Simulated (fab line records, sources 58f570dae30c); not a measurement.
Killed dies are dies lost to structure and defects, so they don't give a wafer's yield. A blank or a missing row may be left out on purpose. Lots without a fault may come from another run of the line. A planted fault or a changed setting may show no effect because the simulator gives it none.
Which tool did it? | flow berkeley_cmos170 | 16 lots, 48 wafers sampled, at 4 steps of a route of 331

WHAT THE GAUGES READ, wafer by wafer
UCB170_PFIELD_TW_MEAS_09. Usual: PFIELD_TW 604, standard deviation 4.8.
lot  | measured    | on            | PFIELD_TW   | flag
L675 | day 5 15:13 | film_metro-03 | 597 599 599 |
L674 | day 5 15:25 | film_metro-03 | 597 601 601 |
L673 | day 5 16:07 | film_metro-03 | 595 601 598 |
L676 | day 5 18:16 | film_metro-02 | 611 610 608 |
L678 | day 6 02:38 | film_metro-02 | 609 608 607 |
L679 | day 6 03:20 | film_metro-03 | 597 600 598 |
L677 | day 6 03:22 | film_metro-02 | 607 606 609 |
L680 | day 6 15:23 | film_metro-03 | 601 597 599 |
L681 | day 7 09:09 | film_metro-01 | 608 607 605 |
L682 | day 7 09:26 | film_metro-03 | 600 597 595 |
L684 | day 7 17:35 | film_metro-01 | 609 608 613 |
L687 | day 8 06:17 | film_metro-01 | 607 610 609 |
L686 | day 8 13:59 | film_metro-03 | 603 603 605 |
L689 | day 8 14:24 | film_metro-01 | 604 606 610 |
L688 | day 8 15:01 | film_metro-02 | 608 606 609 |
L690 | day 8 21:55 | film_metro-03 | 600 601 599 |

UCB170_GATE_OVL_MEAS_13. Usual: GATE_OVL -1 nm, standard deviation 5.6.
lot  | measured     | on         | GATE_OVL (nm) | flag
L675 | day 7 21:49  | overlay-02 | 0 -1 8        |
L674 | day 7 21:47  | overlay-01 | -11 9 1       |
L673 | day 7 21:35  | overlay-02 | -7 5 5        |
L676 | day 7 21:16  | overlay-02 | 4 -1 -3       |
L678 | day 8 15:27  | overlay-01 | 1 -13 -6      |
L679 | day 8 15:16  | overlay-02 | 3 5 -5        |
L677 | day 8 15:01  | overlay-01 | -1 -7 -5      |
L680 | day 8 23:06  | overlay-02 | -1 1 0        |
L681 | day 9 15:43  | overlay-01 | -3 2 -1       |
L682 | day 9 15:28  | overlay-01 | 0 -8 -4       |
L684 | day 10 04:34 | overlay-01 | -6 -3 0       |
L687 | day 10 15:10 | overlay-01 | -3 -8 4       |
L686 | day 11 02:19 | overlay-01 | 4 1 5         |
L689 | day 11 03:08 | overlay-01 | 2 -4 -6       |
L688 | day 11 02:35 | overlay-02 | -4 -7 -1      |
L690 | day 11 02:52 | overlay-02 | 7 4 -4        |

UCB170_PLDD_TW_MEAS_11. Usual: PLDD_TW 1014, standard deviation 7.4.
lot  | measured     | on            | PLDD_TW        | flag
L675 | day 8 01:25  | film_metro-04 | 1004 1008 1004 |
L674 | day 8 01:09  | film_metro-01 | 1021 1026 1022 |
L673 | day 8 00:38  | film_metro-01 | 1023 1015 1023 |
L676 | day 8 00:19  | film_metro-01 | 1025 1026 1021 |
L678 | day 8 17:39  | film_metro-03 | 1012 1013 1009 |
L679 | day 8 17:20  | film_metro-01 | 1025 1021 1026 |
L677 | day 8 17:03  | film_metro-03 | 1013 1011 1007 |
L680 | day 9 01:02  | film_metro-01 | 1018 1016 1020 |
L681 | day 9 18:01  | film_metro-01 | 1020 1020 1021 |
L682 | day 9 17:59  | film_metro-04 | 1002 1004 1007 |
L684 | day 10 06:55 | film_metro-01 | 1021 1019 1023 |
L687 | day 10 17:05 | film_metro-03 | 1008 1009 1010 |
L686 | day 11 04:58 | film_metro-03 | 1013 1013 1009 |
L689 | day 11 06:22 | film_metro-03 | 1007 1012 1011 |
L688 | day 11 05:41 | film_metro-01 | 1011 1014 1010 |
L690 | day 11 06:15 | film_metro-01 | 1018 1018 1015 |

WHICH TOOL RAN EACH LOT (tool, then ch and the chambers of the sampled wafers, then the start)
lot  | UCB170_PVT_IMPLANT_07
L675 | implanter-03 ch 0, day 7 06:26
L674 | implanter-04 ch 0, day 7 06:13
L673 | implanter-01 ch 0, day 7 06:01
L676 | implanter-03 ch 0, day 7 05:43
L678 | implanter-03 ch 0, day 8 00:16
L679 | implanter-04 ch 0, day 7 23:58
L677 | implanter-04 ch 0, day 8 00:08
L680 | implanter-04 ch 0, day 8 05:55
L681 | implanter-03 ch 0, day 8 20:34
L682 | implanter-03 ch 0, day 8 21:17
L684 | implanter-04 ch 0, day 9 11:08
L687 | implanter-03 ch 0, day 9 23:20
L686 | implanter-04 ch 0, day 10 09:14
L689 | implanter-03 ch 0, day 10 09:11
L688 | implanter-03 ch 0, day 10 09:23
L690 | implanter-03 ch 0, day 10 14:59
- UCB170_PVT_IMPLANT_07

WHAT THE TOOLS THEMSELVES READ (means of the sampled wafers that have a number; where no wafer has one, the mark that the record gives instead)
UCB170_PVT_IMPLANT_07. Usual: beam_energy_keV 30.000, standard deviation 0.0098; end_station_pressure_torr 4.99e-06 Torr, standard deviation 2.7e-07.
lot  | tool         | beam_energy_keV | end_station_pressure_torr (Torr) | flag
L675 | implanter-03 | 29.997          | 4.50e-06                         |
L674 | implanter-04 | 29.989          | 5.03e-06                         |
L673 | implanter-01 | 29.998          | 4.88e-06                         |
L676 | implanter-03 | 30.005          | 5.06e-06                         |
L678 | implanter-03 | 29.998          | 4.90e-06                         |
L679 | implanter-04 | 30.004          | 5.20e-06                         |
L677 | implanter-04 | 30.005          | 5.16e-06                         |
L680 | implanter-04 | 30.003          | 4.92e-06                         |
L681 | implanter-03 | 30.008          | 5.17e-06                         |
L682 | implanter-03 | 29.983          | 5.04e-06                         |
L684 | implanter-04 | 29.992          | 4.91e-06                         |
L687 | implanter-03 | 29.126          | 5.00e-06                         | OFF
L686 | implanter-04 | 30.012          | 4.86e-06                         |
L689 | implanter-03 | 29.137          | 5.21e-06                         | OFF
L688 | implanter-03 | 29.125          | 5.02e-06                         | OFF
L690 | implanter-03 | 29.112          | 4.93e-06                         | OFF

THE ANSWER, worked out from the rows above alone
Rule: a lot is off if the mean of its wafers that have a number lies more than 3 standard deviations from the usual mean. A lot without any number at a reading at which 4 lots or more have one is off too. The other lots that the step has rows for count as sound. The gauges are gone through in route order, then the tools' own readings, and for those a lot's mean is taken as printed above. The first step at which some lot is off is used, and at that step the reading that is off furthest; a lot without a number counts as furthest.
Off: L687, L689, L688, L690, at UCB170_PVT_IMPLANT_07 (beam_energy_keV).
A tool fits if, at that step or a process step before it, it ran every lot that is off, and no sound lot after the first of them. One fits: implanter-03 at UCB170_PVT_IMPLANT_07. Its last sound lot is L682 (day 8 21:17), its first lot that is off L687 (day 9 23:20): a fault that began between those two fits.
The tool's own readings at UCB170_PVT_IMPLANT_07 bear it out: on the lots that are off they differ by more than 5 times the standard deviation of the sound lots' means. beam_energy_keV reads 29.125 there against 30.000 on the sound lots.

WHAT THE SIMULATOR HAD PUT IN
Process parameter drift: implanter-03, from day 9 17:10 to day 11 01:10, at UCB170_PVT_IMPLANT_07. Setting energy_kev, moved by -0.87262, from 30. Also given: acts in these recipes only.
Lots struck among those shown: L687, L689, L688, L690. The rule above found the same.
